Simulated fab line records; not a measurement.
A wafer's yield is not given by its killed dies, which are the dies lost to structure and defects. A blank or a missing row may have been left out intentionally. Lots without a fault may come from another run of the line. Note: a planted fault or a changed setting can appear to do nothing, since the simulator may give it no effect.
fab line records | flow berkeley-cmos170 | part 2 of 2: steps 27 to 37 of 37
[record] lots = 5 | wafers = 15 | last-day = 12
route steps=331 shown M2@281 V2@292 M3@309
lots with no fault: from the same line, run without faults
start-h: start of the lot's first displayed wafer, in hours after the record's first day | wait-h: time in hours since the lot's previous step | " repeats the value in the row above | L1.1+2: a single row standing in for several wafers | - no value present, or no start provided | * or withheld: withheld | < > ~ a bound
route shown NAME@n: NAME is a module with steps in the file, n the number in the route of the first one | usual: mean/standard deviation taken from wafers without a fault | same: alike in all rows | chamber/n: place in a boat | sites: per-site readings | _std_site: their standard deviation | _edge_site: inner sites' mean taken away from outer sites' mean | radius-mm: how far each site lies from the wafer's centre | mask NAME#n: copy n | behind: the last tool/chamber to shape the wafer | hold: reason for holding the lot/hours on hold/outcome of the hold | device: transistor that didn't switch, given as n, p or np | end of line: tests of these same wafers at the route's end | where a step has no rows: the recipe by itself | killed: count of dies lost to structure and defects at first sort (not the wafer's yield) | map: shows each die of a wafer: x if killed, . if not, _ if none is there
set.NAME: the setting the step ran with; set.NAME@STEP: the setting that earlier step ran with | model.NAME: the simulator's own value behind a step, which no gauge read
lots seen at some steps along the route; tables by step, rows by wafer
services: the hour from which a tool's chamber was out of use, counted from the record's first day as start-h (under 0 if before that day), plus the number of hours and why
[[steps]]
[step UCB170_V2_STRIP_15]
[recipe] chemistry = O2 | power-w = 400 | pressure-mtorr = 3500 | platen-temp-c = withheld | o2-flow-sccm = 400 | overash-fraction = 0.5
[usual] drypump-motor-current-A = 5.6/0.44 | oes-product-au = 0.721/0.0044 | strip-time-to-endpoint-s = 15.24/0.13
lot.wafer | tool            | chamber | start-h | wait-h | drypump-motor-current-A | oes-product-au | rf-hours-counter-h | strip-time-to-endpoint-s
L078.1    | plasma-asher-02 | 1       | 196.38  | 0.1    | 5.8                     | 0.728          | 44                 | 15.24
L078.2    | "               | 0       | "       | "      | 6.2                     | 0.728          | 44                 | 15.23
L078.3    | "               | 1       | "       | "      | 5.8                     | 0.717          | -                  | 15.25
L080.2    | plasma-asher-01 | 1       | 196.65  | 0.1    | 5.2                     | 0.720          | 53                 | 15.17
L080.3    | "               | 0       | "       | "      | 6.0                     | 0.720          | -                  | 15.14
L080.5    | "               | 1       | "       | "      | 5.2                     | 0.719          | -                  | 15.12
L089.2    | plasma-asher-02 | 1       | 238.32  | 0.1    | 5.8                     | 0.724          | 47                 | 15.15
L089.3    | "               | 0       | "       | "      | 6.2                     | 0.722          | -                  | 15.36
L089.6    | "               | 1       | "       | "      | 5.8                     | 0.720          | -                  | 15.16
L086.3    | plasma-asher-01 | 1       | 238.74  | 0.1    | 5.2                     | 0.723          | -                  | 15.21
L086.5    | "               | 0       | "       | "      | 6.0                     | 0.727          | -                  | 15.22
L086.6    | "               | 1       | "       | "      | 5.2                     | 0.714          | -                  | 15.07
L097.1    | plasma-asher-03 | 0       | 281.70  | 0.1    | 5.1                     | 0.724          | 19                 | 15.02
L097.3    | "               | 1       | "       | "      | 5.8                     | 0.719          | -                  | 15.19
L097.6    | "               | 0       | "       | "      | 5.1                     | 0.718          | -                  | 15.19
[step UCB170_V2_CD_MEAS_90]
[recipe] target-cd-nm = 700
[usual] cd-nm = 699.8/1.8
lot.wafer | tool      | chamber | start-h | wait-h | cd-nm
L078.1    | cd-sem-02 | -       | 196.48  | 0.1    | 699.1
L078.2    | "         | -       | "       | "      | 696.3
L078.3    | "         | -       | "       | "      | 697.4
L080.2    | cd-sem-01 | -       | 196.77  | 0.1    | 701.7
L080.3    | "         | -       | "       | "      | 703.8
L080.5    | "         | -       | "       | "      | 702.3
L089.2    | cd-sem-02 | -       | 238.44  | 0.1    | 700.8
L089.3    | "         | -       | "       | "      | 700.7
L089.6    | "         | -       | "       | "      | 700.6
L086.3    | cd-sem-02 | -       | 238.85  | 0.1    | 699.3
L086.5    | "         | -       | "       | "      | 700.3
L086.6    | "         | -       | "       | "      | 700.2
L097.1    | cd-sem-02 | -       | 281.80  | 0.1    | 702.1
L097.3    | "         | -       | "       | "      | 701.6
L097.6    | "         | -       | "       | "      | 701.1
[step UCB170_M3_PRE_CLEAN_00]
[recipe] gas = Ar | preclean-etch-time-s = 60
lot.wafer  | tool           | chamber | start-h | wait-h
L078.1+2+3 | pvd-sputter-02 | -       | 196.60  | 0.1
L080.2+3+5 | pvd-sputter-03 | -       | 196.87  | 0.1
L089.2+3+6 | pvd-sputter-01 | -       | 238.54  | 0.1
L086.3+5+6 | pvd-sputter-02 | -       | 238.93  | 0.1
L097.1+3+6 | pvd-sputter-01 | -       | 281.92  | 0.1
[step UCB170_M3_SPUTTER_01]
[recipe] material = Al | target-thk-nm = 900 | time-s = 120 | power-w = 6000 | chamber-pressure-pa = 0.5
[usual] throttle-valve-pct = 29.5/0.82
lot.wafer | tool           | chamber | start-h | wait-h | throttle-valve-pct
L078.1    | pvd-sputter-02 | -       | 196.67  | 0.0    | 28.9
L078.2    | "              | -       | "       | "      | 31.1
L078.3    | "              | -       | "       | "      | 29.9
L080.2    | pvd-sputter-03 | -       | 196.94  | 0.0    | 30.3
L080.3    | "              | -       | "       | "      | 29.9
L080.5    | "              | -       | "       | "      | 29.1
L089.2    | pvd-sputter-01 | -       | 238.61  | 0.0    | 29.8
L089.3    | "              | -       | "       | "      | 28.9
L089.6    | "              | -       | "       | "      | 29.6
L086.3    | pvd-sputter-02 | -       | 238.99  | 0.0    | 30.5
L086.5    | "              | -       | "       | "      | 28.8
L086.6    | "              | -       | "       | "      | 31.0
L097.1    | pvd-sputter-01 | -       | 281.99  | 0.0    | 29.5
L097.3    | "              | -       | "       | "      | 29.1
L097.6    | "              | -       | "       | "      | 29.3
[step UCB170_M3_RS_MEAS_02]
[recipe] thk-meas-gauge = four-point-probe | reads = Al_of_M3_SPUTTER_01
[usual] M3_AL_RS = 0.0321/0.00041
lot.wafer | tool          | chamber | start-h | wait-h | M3_AL_RS[ohm/sq]
L078.1    | film-metro-03 | -       | 196.75  | 0.0    | 0.0327
L078.2    | "             | -       | "       | "      | 0.0327
L078.3    | "             | -       | "       | "      | 0.0321
L080.2    | film-metro-01 | -       | 197.04  | 0.1    | 0.0326
L080.3    | "             | -       | "       | "      | 0.0317
L080.5    | "             | -       | "       | "      | 0.0326
L089.2    | film-metro-01 | -       | 238.71  | 0.1    | 0.0319
L089.3    | "             | -       | "       | "      | 0.0318
L089.6    | "             | -       | "       | "      | 0.0316
L086.3    | film-metro-02 | -       | 239.12  | 0.1    | 0.0324
L086.5    | "             | -       | "       | "      | 0.0324
L086.6    | "             | -       | "       | "      | 0.0325
L097.1    | film-metro-01 | -       | 282.07  | 0.0    | 0.0321
L097.3    | "             | -       | "       | "      | 0.0323
L097.6    | "             | -       | "       | "      | 0.0323
[step UCB170_M3_THK_MEAS_03]
[recipe] thk-meas-gauge = xrf | reads = Al_of_M3_SPUTTER_01
[usual] M3_AL_THK = 911/13
lot.wafer | tool          | chamber | start-h | wait-h | M3_AL_THK[nm]
L078.1    | film-metro-03 | -       | 196.87  | 0.1    | 897
L078.2    | "             | -       | "       | "      | 895
L078.3    | "             | -       | "       | "      | 911
L080.2    | film-metro-01 | -       | 197.15  | 0.1    | 888
L080.3    | "             | -       | "       | "      | 919
L080.5    | "             | -       | "       | "      | 892
L089.2    | film-metro-01 | -       | 238.82  | 0.1    | 918
L089.3    | "             | -       | "       | "      | 916
L089.6    | "             | -       | "       | "      | 915
L086.3    | film-metro-02 | -       | 239.22  | 0.1    | 910
L086.5    | "             | -       | "       | "      | 910
L086.6    | "             | -       | "       | "      | 905
L097.1    | film-metro-01 | -       | 282.19  | 0.1    | 907
L097.3    | "             | -       | "       | "      | 901
L097.6    | "             | -       | "       | "      | 905
[step UCB170_M3_HMDS_04]
[recipe] prime-time-s = 60 | prime-temp-c = 100
lot.wafer  | tool           | chamber | start-h | wait-h
L078.1+2+3 | litho-track-03 | 0       | 197.32  | 0.4
L080.2+3+5 | litho-track-02 | 0       | 197.77  | 0.6
L089.2+3+6 | litho-track-02 | 0       | 238.90  | 0.1
L086.3+5+6 | litho-track-03 | 0       | 239.31  | 0.1
L097.1+3+6 | litho-track-04 | 0       | 282.25  | 0.1
[step UCB170_M3_COAT_05]
[recipe] resist = KrF | spin-rpm = 1500 | resist-thk-nm = 900
[usual] spin-speed-rpm = 1499.9/1
lot.wafer | tool           | chamber | start-h | wait-h | spin-speed-rpm
L078.1    | litho-track-03 | 0       | 197.47  | 0.1    | 1501.5
L078.2    | "              | 0       | "       | "      | 1501.7
L078.3    | "              | 0       | "       | "      | 1499.8
L080.2    | litho-track-02 | 0       | 197.92  | 0.1    | 1499.6
L080.3    | "              | 0       | "       | "      | 1496.3
L080.5    | "              | 0       | "       | "      | 1498.8
L089.2    | litho-track-02 | 0       | 239.05  | 0.1    | 1501.1
L089.3    | "              | 0       | "       | "      | 1499.0
L089.6    | "              | 0       | "       | "      | 1501.2
L086.3    | litho-track-03 | 0       | 239.46  | 0.1    | 1499.3
L086.5    | "              | 0       | "       | "      | 1499.7
L086.6    | "              | 0       | "       | "      | 1499.9
L097.1    | litho-track-04 | 0       | 282.40  | 0.1    | 1499.7
L097.3    | "              | 0       | "       | "      | 1499.2
L097.6    | "              | 0       | "       | "      | 1500.9
[step UCB170_M3_SOFTBAKE_06]
[recipe] resist = KrF | temp-c = 130 | time-s = 60
[usual] heater-power-total-W = 56.80/0.046
lot.wafer | tool           | chamber | start-h | wait-h | heater-power-total-W
L078.1    | litho-track-03 | 0       | 197.62  | 0.1    | 56.78
L078.2    | "              | 0       | "       | "      | 56.72
L078.3    | "              | 0       | "       | "      | 56.85
L080.2    | litho-track-02 | 0       | 198.07  | 0.1    | 56.82
L080.3    | "              | 0       | "       | "      | 56.83
L080.5    | "              | 0       | "       | "      | 56.83
L089.2    | litho-track-02 | 0       | 239.20  | 0.1    | 56.84
L089.3    | "              | 0       | "       | "      | 56.75
L089.6    | "              | 0       | "       | "      | 56.85
L086.3    | litho-track-03 | 0       | 239.61  | 0.1    | 56.87
L086.5    | "              | 0       | "       | "      | 56.80
L086.6    | "              | 0       | "       | "      | 56.83
L097.1    | litho-track-04 | 0       | 282.55  | 0.1    | 56.79
L097.3    | "              | 0       | "       | "      | 56.79
L097.6    | "              | 0       | "       | "      | 56.81
[step UCB170_M3_STRIP_07]
[recipe] chemistry = O2 | power-w = 400 | pressure-mtorr = 3500 | platen-temp-c = withheld | o2-flow-sccm = 400 | overash-fraction = 0.5
[usual] drypump-motor-current-A = 5.7/0.38 | oes-product-au = 0.735/0.0045 | strip-time-to-endpoint-s = 22.00/0.059
lot.wafer | tool            | chamber | start-h | wait-h | drypump-motor-current-A | oes-product-au | rf-hours-counter-h | strip-time-to-endpoint-s
L078.1    | plasma-asher-04 | 1       | 197.77  | 0.1    | 6.0                     | 0.737          | 42                 | 21.93
L078.2    | "               | 0       | "       | "      | 5.3                     | 0.725          | 42                 | 21.91
L078.3    | "               | 0       | "       | "      | 5.3                     | 0.742          | -                  | 21.89
L080.2    | plasma-asher-02 | 0       | 198.20  | 0.1    | 6.2                     | 0.734          | 44                 | 22.02
L080.3    | "               | 1       | "       | "      | 5.8                     | 0.734          | -                  | 21.97
L080.5    | "               | 0       | "       | "      | 6.3                     | 0.734          | -                  | 21.95
L089.2    | plasma-asher-04 | 0       | 239.32  | 0.1    | 5.3                     | 0.737          | 48                 | 21.98
L089.3    | "               | 0       | "       | "      | 5.3                     | 0.731          | -                  | 22.03
L089.6    | "               | 0       | "       | "      | 5.3                     | 0.731          | -                  | 22.02
L086.3    | plasma-asher-01 | 0       | 239.74  | 0.1    | 6.0                     | 0.735          | -                  | 22.03
L086.5    | "               | 1       | "       | "      | 5.2                     | 0.729          | -                  | 21.97
L086.6    | "               | 0       | "       | "      | 6.0                     | 0.735          | -                  | 22.02
L097.1    | plasma-asher-04 | 0       | 282.70  | 0.1    | 5.3                     | 0.744          | 53                 | 21.95
L097.3    | "               | 0       | "       | "      | 5.3                     | 0.731          | -                  | 21.92
L097.6    | "               | 1       | "       | "      | 5.9                     | 0.733          | -                  | 21.97
[step UCB170_M3_STRIP_08]
[recipe] chemistry = DMSO | temp-c = 80 | time-s = 600 | material = KrF
[usual] bath-guard-temp-C = 80.0/0.56
lot.wafer | tool         | chamber | start-h | wait-h | bath-guard-temp-C
L078.1    | wet-bench-01 | 1       | 197.87  | 0.1    | 79.4
L078.2    | "            | 1       | "       | "      | 79.4
L078.3    | "            | 1       | "       | "      | 79.1
L080.2    | wet-bench-01 | 2       | 198.30  | 0.1    | 79.8
L080.3    | "            | 2       | "       | "      | 79.9
L080.5    | "            | 2       | "       | "      | 79.6
L089.2    | wet-bench-01 | 2       | 239.71  | 0.4    | 79.6
L089.3    | "            | 2       | "       | "      | 79.8
L089.6    | "            | 2       | "       | "      | 79.9
L086.3    | wet-bench-01 | 1       | 240.06  | 0.3    | 79.5
L086.5    | "            | 1       | "       | "      | 79.5
L086.6    | "            | 1       | "       | "      | 79.3
L097.1    | wet-bench-01 | 0       | 282.80  | 0.1    | 80.5
L097.3    | "            | 0       | "       | "      | 80.6
L097.6    | "            | 0       | "       | "      | 80.7
[[services]]
tool            | chamber | start-h | hours | kind
rie-metal-01    | 1       | 168.75  | 38.0  | repair
rie-diel-03     | -       | 176.63  | 1.1   | repair
rie-metal-03    | -       | 185.23  | 0.5   | repair
rie-diel-01     | -       | 195.39  | 28.1  | pm
plasma-asher-02 | -       | 200.08  | 15.6  | pm
krf-scanner-02  | -       | 203.73  | 0.8   | pm
rie-metal-03    | -       | 208.29  | 1.0   | repair
pecvd-02        | 0       | 215.39  | 19.8  | repair
plasma-asher-02 | -       | 215.68  | 2.8   | pm
krf-scanner-02  | -       | 219.97  | 0.8   | pm
rie-diel-03     | 3       | 223.25  | 16.6  | repair
cmp-02          | -       | 224.06  | 0.3   | repair
cmp-02          | -       | 232.00  | 4.0   | pm
rie-diel-01     | -       | 232.02  | 1.2   | repair
rie-diel-04     | 1       | 233.14  | 3.9   | repair
cmp-02          | -       | 236.00  | -     | consumable-replace:conditioner
plasma-asher-01 | -       | 243.59  | 14.6  | pm
pvd-sputter-01  | -       | 247.59  | 6.6   | repair
rie-diel-04     | 1       | 253.47  | 1.8   | repair
krf-scanner-01  | -       | 261.34  | 1.0   | pm
wet-bench-02    | -       | 261.73  | 2.3   | repair
krf-scanner-02  | -       | 262.34  | 1.0   | pm
wet-bench-01    | -       | 273.19  | 1.4   | repair
krf-scanner-02  | -       | 275.74  | 5.2   | repair
